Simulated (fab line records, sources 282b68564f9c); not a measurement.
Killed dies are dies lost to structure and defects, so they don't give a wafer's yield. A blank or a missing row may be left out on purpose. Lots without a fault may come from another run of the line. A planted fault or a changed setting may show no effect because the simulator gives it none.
fab line records | flow rit_cmos
record lots=14 wafers=42 last_day=7
route steps=202 shown GATE@84
lots that met no fault: from a run of the same line without faults
start_h: hours from the record's first day to the start of the lot's first wafer shown | wait_h: hours since the lot's step before | " the same as in the row above | L1.1+2: a row that stands for several wafers | - no value, or no start given | * or withheld: withheld | < > ~ a bound
route shown NAME@n: a module of which the file shows steps, and the number in the route of the first | usual: mean/standard deviation of fault-free wafers | same: alike in all rows | chamber/n: place in a boat | sites: the reading at each site | _std_site: their standard deviation | _edge_site: outer sites' mean less inner sites' | radius_mm: how far each site lies from the wafer's centre | mask NAME#n: copy n | behind: the tool/chamber that last shaped the wafer | hold: why the lot was held/for how many hours/how that ended | device: the transistor (n, p or np) that didn't switch | end of line: the same wafers' tests at the end of the route | a step without rows: its recipe alone | killed: dies lost to structure and defects at the first sort, not the wafer's yield | map: a wafer's dies, x killed, . not, _ none there
set.NAME: the setting as run; set.NAME@STEP: as run at that earlier step | model.NAME: the simulator's own value behind a step, which no gauge read
steps of the route over a sample of lots; a table a step, a row a wafer
services: from which hour (start_h, from the record's first day; less than 0 if before it) a tool's chamber was out of use, for how many hours, and why
## steps
# step RIT_GATE_CVD_08
# recipe material=poly-Si target_thk_nm=250 temp_c=610 precursor=SiH4 time_s=2220 pressure_mtorr=300 sih4_flow_sccm=100
# usual susceptor_temp_C=609.97/0.27
# columns lot.wafer tool chamber start_h wait_h susceptor_temp_C
L148.2 lpcvd-02 1 33.53 0.5 610.44
L148.4 " 1 " " 609.88
L148.5 " 1 " " 610.00
L149.1 lpcvd-02 1 41.25 0.1 609.55
L149.4 " 1 " " 610.18
L149.6 " 1 " " 610.29
L150.1 lpcvd-01 0 44.20 0.1 610.46
L150.4 " 0 " " 609.98
L150.6 " 0 " " 610.00
L151.1 lpcvd-01 0 50.39 0.1 609.66
L151.4 " 0 " " 609.76
L151.6 " 0 " " 610.08
L153.1 lpcvd-02 0 61.42 0.1 609.94
L153.3 " 0 " " 609.79
L153.4 " 0 " " 609.77
L154.1 lpcvd-02 1 64.68 0.1 609.73
L154.2 " 1 " " 609.78
L154.3 " 1 " " 610.23
L156.1 lpcvd-01 0 76.34 0.1 609.98
L156.2 " 0 " " 609.90
L156.6 " 0 " " 609.95
L157.3 lpcvd-01 0 81.41 0.0 609.87
L157.4 " 0 " " 609.97
L157.6 " 0 " " 609.44
L158.1 lpcvd-02 0 84.47 0.1 610.06
L158.3 " 0 " " 610.03
L158.6 " 0 " " 610.37
L159.4 lpcvd-01 1 88.95 0.0 609.65
L159.5 " 1 " " 609.97
L159.6 " 1 " " 609.69
L160.2 lpcvd-02 1 93.20 0.0 609.97
L160.4 " 1 " " 609.66
L160.5 " 1 " " 610.13
L161.4 lpcvd-02 1 99.95 0.0 609.77
L161.5 " 1 " " 609.89
L161.6 " 1 " " 609.53
L164.1 lpcvd-02 1 113.36 0.1 610.17
L164.2 " 1 " " 610.22
L164.4 " 1 " " 610.08
L168.2 lpcvd-02 1 133.98 0.0 609.56
L168.5 " 1 " " 609.32
L168.6 " 1 " " 609.94
# step RIT_GATE_THK_MEAS_09
# recipe reads=poly-Si_of_GATE_CVD_08
# usual GATE_POLY_THK=251.2/2.1
# columns lot.wafer tool chamber start_h wait_h GATE_POLY_THK[nm]
L148.2 film_metro-01 - 35.16 0.0 252.5
L148.4 " - " " 251.9
L148.5 " - " " 252.6
L149.1 film_metro-01 - 42.87 0.0 251.4
L149.4 " - " " 252.8
L149.6 " - " " 252.6
L150.1 film_metro-01 - 45.82 0.0 250.2
L150.4 " - " " 252.8
L150.6 " - " " 250.5
L151.1 film_metro-02 - 52.01 0.0 246.2
L151.4 " - " " 245.0
L151.6 " - " " 248.9
L153.1 film_metro-01 - 63.84 0.0 251.0
L153.3 " - " " 250.2
L153.4 " - " " 249.5
L154.1 film_metro-02 - 67.10 0.0 251.5
L154.2 " - " " 254.9
L154.3 " - " " 255.2
L156.1 film_metro-02 - 77.96 0.0 248.2
L156.2 " - " " 249.1
L156.6 " - " " 250.1
L157.3 film_metro-02 - 83.05 0.0 249.3
L157.4 " - " " 249.2
L157.6 " - " " 247.8
L158.1 film_metro-02 - 86.09 0.0 250.7
L158.3 " - " " 251.0
L158.6 " - " " 249.9
L159.4 film_metro-01 - 90.60 0.0 251.7
L159.5 " - " " 251.1
L159.6 " - " " 250.8
L160.2 film_metro-02 - 94.83 0.0 250.8
L160.4 " - " " 250.2
L160.5 " - " " 247.5
L161.4 film_metro-02 - 101.60 0.0 251.4
L161.5 " - " " 254.5
L161.6 " - " " 252.2
L164.1 film_metro-02 - 114.98 0.0 413.7
L164.2 " - " " 416.6
L164.4 " - " " 416.0
L168.2 film_metro-02 - 136.42 0.0 413.8
L168.5 " - " " 413.1
L168.6 " - " " 412.2
# step RIT_GATE_ETCH_19
# recipe chemistry=SF6/CHF3/O2 time_s=165 SF6_flow_sccm=30 CHF3_flow_sccm=30 O2_flow_sccm=5 target=poly-Si pressure_mtorr=40 rf_w=160 target_depth_a=3125 over_etch_frac=0.25 stop_on=SiO2
# usual drypump_motor_current_A=5.7/0.42 oes_product_au=0.850/0.013 throttle_valve_pct=10.26/0.16
# columns lot.wafer tool chamber start_h wait_h drypump_motor_current_A oes_product_au rf_hours_counter_h throttle_valve_pct
L148.2 rie_si-01 0 36.61 0.1 6.5 0.846 65 9.98
L148.4 " 3 " " 5.8 0.851 62 10.26
L148.5 " 0 " " 6.5 0.848 - 9.97
L149.1 rie_si-02 2 44.21 0.1 5.4 0.850 108 10.21
L149.4 " 0 " " 5.0 0.846 3 10.08
L149.6 " 2 " " 5.4 0.857 - 10.20
L150.1 rie_si-01 1 47.04 0.1 5.8 0.867 57 10.21
L150.4 " 0 " " 6.5 0.849 65 9.99
L150.6 " 2 " " 5.7 0.863 - 10.42
L151.1 rie_si-02 3 53.22 0.1 5.1 0.833 38 10.48
L151.4 " 0 " " 5.1 0.826 3 10.09
L151.6 " 2 " " 5.4 0.845 - 10.21
L153.1 rie_si-02 1 65.06 0.1 5.7 0.835 147 10.42
L153.3 " 3 " " 5.1 0.854 38 10.47
L153.4 " 0 " " 5.0 0.832 3 10.09
L154.1 rie_si-01 0 68.39 0.1 6.5 0.846 65 9.99
L154.2 " 2 " " 5.7 0.878 108 10.41
L154.3 " 3 " " 5.8 0.860 62 10.26
L156.1 rie_si-01 1 79.30 0.1 5.8 0.858 57 10.20
L156.2 " 3 " " 5.8 0.831 62 10.27
L156.6 " 1 " " 5.9 0.863 - 10.21
L157.3 rie_si-02 0 84.25 0.1 5.0 0.842 3 10.10
L157.4 " 2 " " 5.4 0.843 109 10.20
L157.6 " 3 " " 5.1 0.852 - 10.49
L158.1 rie_si-01 1 87.43 0.1 5.8 0.863 57 10.20
L158.3 " 2 " " 5.7 0.866 108 10.40
L158.6 " 3 " " 5.8 0.839 - 10.26
L159.4 rie_si-02 1 91.91 0.1 5.7 0.828 147 10.41
L159.5 " 2 " " 5.4 0.841 - 10.18
L159.6 " 3 " " 5.1 0.859 - 10.49
L160.2 rie_si-01 0 96.04 0.1 6.5 0.845 66 10.00
L160.4 " 1 " " 5.8 0.870 57 10.22
L160.5 " 1 " " 5.8 0.852 - 10.21
L161.4 rie_si-02 1 103.22 0.1 5.8 0.833 147 10.42
L161.5 " 2 " " 5.4 0.853 - 10.20
L161.6 " 1 " " 5.8 0.843 - 10.42
L164.1 rie_si-01 1 116.32 0.1 5.8 0.986 58 10.23
L164.2 " 0 " " 6.5 1.007 66 9.99
L164.4 " 3 " " 5.8 1.011 62 10.28
L168.2 rie_si-01 2 137.75 0.1 5.7 1.051 108 10.41
L168.5 " 0 " " 6.5 1.005 - 9.99
L168.6 " 1 " " 5.8 0.995 - 10.23
## services
# columns tool chamber start_h hours kind
rie_si-02 3 54.97 1.6 repair
lpcvd-02 - 101.81 0.9 repair
## key
first_sign step=RIT_GATE_THK_MEAS_09 reading=GATE_POLY_THK direction=up sigmas=77 usual=251.2 struck=414.2
effect step=RIT_GATE_ETCH_19 reading=oes_product_au direction=up sigmas=12 usual=0.850 struck=1.009
met_at RIT_GATE_CVD_08
struck_lots L164,L168
struck_wafers L164.1,L164.2,L164.4,L168.2,L168.5,L168.6
later_rows_left_out L164.1,L164.2,L164.4,L168.2,L168.5,L168.6
sort_left_out L164.1,L164.2,L164.4,L168.2,L168.5,L168.6
tester_left_out L164,L168
onset_between 99.95 113.36
also_fits time
fault kind=process_parameter_drift tool=lpcvd-02 chamber=1 onset_h=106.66 steps=RIT_GATE_CVD_08 channel=time_s offset=* shape=step end_h=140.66 acts_in=* stated=*
# tester_left_out: of these lots the tester's yield and bins aren't shown, on N5 and GAA mostly nor the transistor test; their killed dies are dies lost to structure and defects alone, not to doping, threshold or leakage, so they don't give the yield
# sort_left_out: the simulated sort isn't trusted on such a fault, so these wafers' sort isn't shown, and their yield isn't known
# later_rows_left_out: the simulator's readings of these wafers behind a module that went badly wrong aren't trusted and aren't shown, but for the sort
